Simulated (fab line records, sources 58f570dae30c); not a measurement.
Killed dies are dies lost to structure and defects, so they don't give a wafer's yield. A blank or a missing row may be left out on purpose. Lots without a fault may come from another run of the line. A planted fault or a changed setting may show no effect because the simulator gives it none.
Which tool did it? | flow berkeley_cmos170 | 7 lots, 21 wafers sampled, at 1 step of a route of 331

WHAT THE GAUGES READ, wafer by wafer
UCB170_PWELL_TW_MEAS_17.
lot  | measured    | on            | PWELL_TW
L516 | day 3 02:14 | film_metro-02 | 393 391 393
L517 | day 3 14:41 | film_metro-02 | 391 390 388
L520 | day 3 22:23 | film_metro-04 | 381 383 380
L521 | day 4 14:14 | film_metro-03 | 381 380 380
L534 | day 6 21:56 | film_metro-03 | 380 381 381
L537 | day 7 16:21 | film_metro-02 | 390 391 391
L536 | day 7 16:49 | film_metro-04 | 383 381 380

WHICH TOOL RAN EACH LOT (tool, then ch and the chambers of the sampled wafers, then the start)
The record holds no process step before these readings.

THE ANSWER, worked out from the rows above alone
Rule: what is usual is taken from the lots themselves. Put in order of their means at a reading, lots are off if they are a third of the lots or fewer, leave a main group of 4 or more, and stand apart from it by a gap of 3 or more times the standard deviation of the main group's means; of several such gaps the widest counts. A main group whose means are all the same, to the digits that the tables above print for the reading, isn't used. A lot without any number at a reading at which 4 lots or more have one is off too. The other lots that the step has rows for count as sound.
No lot is off at any reading shown: from this, nothing can be told.

WHAT THE SIMULATOR HAD PUT IN
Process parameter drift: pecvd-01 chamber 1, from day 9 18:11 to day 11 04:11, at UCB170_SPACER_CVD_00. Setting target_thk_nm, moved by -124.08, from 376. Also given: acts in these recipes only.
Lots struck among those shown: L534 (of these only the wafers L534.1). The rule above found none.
